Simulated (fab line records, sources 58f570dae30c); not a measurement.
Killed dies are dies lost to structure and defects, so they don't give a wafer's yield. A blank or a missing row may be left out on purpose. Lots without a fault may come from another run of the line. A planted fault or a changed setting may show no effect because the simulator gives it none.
A struck lot beside a sound one | flow berkeley_cmos170 | 31 steps out of a route of 331
Sound: wafers L594.1, L594.3, L594.5. Struck: wafers L603.2, L603.4, L603.6. The cause comes at the end.
At each step with rows: each side's tool, then ch and its chambers, then its first start. Under that, the readings that differ: sound wafers | struck wafers | difference of the means | sigmas: that difference in standard deviations of wafers without a fault.
alike: readings whose means differ by less than 2 such deviations, and words and numbers that are the same on both sides. not compared: withheld readings, readings that some wafer has no value for, bounds like >300 that may hide the same value, and numbers for which the record gives no deviation and whose values overlap.
The two part at a step that has a row with sigmas, a row that says differs or no value, or rows on one side only. Numbers that don't overlap but have no deviation are shown without sigmas and don't part them. A reading that every wafer of one side lacks parts them only if that side has two wafers or more.

UCB170_SDANNEAL_RTA_01: time 5 s.
  sound on rtp_anneal-01 ch 0, day 10 00:25; struck on rtp_anneal-02 ch 0, day 12 00:00
  reading            | sound          | struck         | difference | sigmas
  lamp_power_pct (%) | 34.0 34.0 34.1 | 38.9 38.9 38.9 | +4.9       | +2
  alike: wafer_temp_C_max
UCB170_SDANNEAL_RS_MEAS_02: measures by four-point-probe.
  sound on film_metro-04, day 10 00:52; struck on film_metro-04, day 12 00:07
  alike: PSD_RS
UCB170_SDANNEAL_RS_MEAS_03: measures by four-point-probe.
  sound on film_metro-04, day 10 00:59; struck on film_metro-04, day 12 00:14
  alike: NSD_RS
UCB170_SDANNEAL_RS_MEAS_04: measures by four-point-probe.
  sound on film_metro-04, day 10 01:06; struck on film_metro-04, day 12 00:22
  alike: PLDD_RS
UCB170_SDANNEAL_RS_MEAS_05: measures by four-point-probe.
  sound on film_metro-04, day 10 01:13; struck on film_metro-04, day 12 00:29
  alike: NLDD_RS
then, 1 step without rows for these wafers: UCB170_SILICIDE_PRE_CLEAN_00 (preclean etch time 60 s).
UCB170_SILICIDE_SPUTTER_01: material Ti, target thk 30 nm, time 25 s.
  sound on pvd_sputter-04, day 10 01:25; struck on pvd_sputter-02, day 12 00:38
  alike: throttle_valve_pct
UCB170_SILICIDE_RS_MEAS_02: measures by four-point-probe.
  sound on film_metro-03, day 10 01:26; struck on film_metro-03, day 12 00:42
  alike: SILICIDE_TI_RS
UCB170_SILICIDE_THK_MEAS_03: measures by xrf.
  sound on film_metro-03, day 10 01:34; struck on film_metro-03, day 12 00:49
  alike: SILICIDE_TI_THK
then, 3 steps without rows for these wafers: UCB170_SILICIDE_RTA_04 (time 15 s); UCB170_SILICIDE_WET_ETCH_05 (etches Ti in SPM, time 45 s); UCB170_CONTACT_CLEAN_00 (cleans in SPM, time 600 s).
UCB170_CONTACT_CVD_01: deposits PSG from SiH4/O2/PH3, target thk 700 nm, time 2820 s.
  sound on lpcvd-02 ch 1, day 10 07:07; struck on lpcvd-02 ch 1, day 12 01:21
  reading                                 | sound             | struck            | difference | sigmas
  pressure_mtorr (mTorr)                  | 299.7 300.5 300.2 | 450.1 449.9 450.5 | +150.0     | +99 or more
  model.PSG_of_CONTACT_CVD_01.thk_nm (nm) | 705.3 702.1 706.9 | 857.5 857.9 860.5 | +153.9     |
  alike: sih4_flow_sccm, zone_power_source_pct
UCB170_CONTACT_THK_MEAS_02:
  sound on film_metro-03, day 10 08:55; struck on film_metro-03, day 12 03:09
  reading              | sound       | struck      | difference | sigmas
  CONTACT_PSG_THK (nm) | 705 702 706 | 858 858 861 | +155       | +26
then, 3 steps without rows for these wafers: UCB170_CONTACT_HMDS_03 (prime time 60 s); UCB170_CONTACT_COAT_04 (resist thk 900 nm); UCB170_CONTACT_SOFTBAKE_05 (time 60 s).
UCB170_CONTACT_STRIP_06: strips in O2.
  sound on plasma_asher-01 ch 0,1, day 10 09:25; struck on plasma_asher-01 ch 0,1, day 12 03:39
  alike: drypump_motor_current_A, oes_product_au, strip_time_to_endpoint_s
  not compared: rf_hours_counter_h
then, 8 steps without rows for these wafers: UCB170_CONTACT_CLEAN_07 (cleans in SPM, time 600 s); UCB170_CONTACT_RTA_08 (time 10 s); UCB170_CONTACT_COAT_09; UCB170_CONTACT_COAT_10 (resist thk 900 nm); UCB170_CONTACT_SOFTBAKE_11 (time 60 s); UCB170_CONTACT_EXPOSE_12 (exposes mask CONT, target cd 700 nm); UCB170_CONTACT_PEB_13; UCB170_CONTACT_DEVELOP_14 (develop time 45 s).
UCB170_CONTACT_CD_MEAS_15: target cd 700 nm.
  sound on cd_sem-02, day 10 11:19; struck on cd_sem-01, day 12 04:59
  alike: cd_nm
UCB170_CONTACT_OVL_MEAS_16:
  sound on overlay-01, day 10 11:26; struck on overlay-02, day 12 05:06
  alike: CONTACT_OVL
UCB170_CONTACT_ETCH_17: etches BARC in N2/H2.
  sound on rie_diel-04 ch 0,1,2, day 10 11:28; struck on rie_diel-01 ch 0,1,2, day 12 05:08
  alike: drypump_motor_current_A, oes_product_au, throttle_valve_pct
UCB170_CONTACT_ETCH_18: etches PSG in CHF3/CF4/Ar, stops on TiSi2, target depth 840 nm, time 195 s.
  sound on rie_diel-04 ch 0,1,2; struck on rie_diel-01 ch 0,1,2
  reading                             | sound             | struck            | difference | sigmas
  oes_product_au (a.u.)               | 0.892 0.896 0.899 | 0.963 1.000 0.981 | +0.086     | +7
  model.CONTACT.feature_depth_nm (nm) | 705.3 702.1 706.9 | 822.8 851 817.9   | +125.8     |
  model.etch.depth_nm (nm)            | 705.3 702.1 706.9 | 822.8 851 817.9   | +125.8     |
  alike: CHF3_flow_sccm, drypump_motor_current_A, throttle_valve_pct
  not compared: rf_hours_counter_h
UCB170_CONTACT_STRIP_19: strips in O2.
  sound on plasma_asher-04 ch 0,1, day 10 11:38; struck on plasma_asher-02 ch 0,1, day 12 05:17
  alike: drypump_motor_current_A, oes_product_au
  not compared: rf_hours_counter_h

WHERE THEY PART
First at UCB170_SDANNEAL_RTA_01; last, within this record, at UCB170_CONTACT_ETCH_18. Later steps at which nothing parts them and some readings are alike: UCB170_CONTACT_STRIP_19.

WHY: what the simulator had put in
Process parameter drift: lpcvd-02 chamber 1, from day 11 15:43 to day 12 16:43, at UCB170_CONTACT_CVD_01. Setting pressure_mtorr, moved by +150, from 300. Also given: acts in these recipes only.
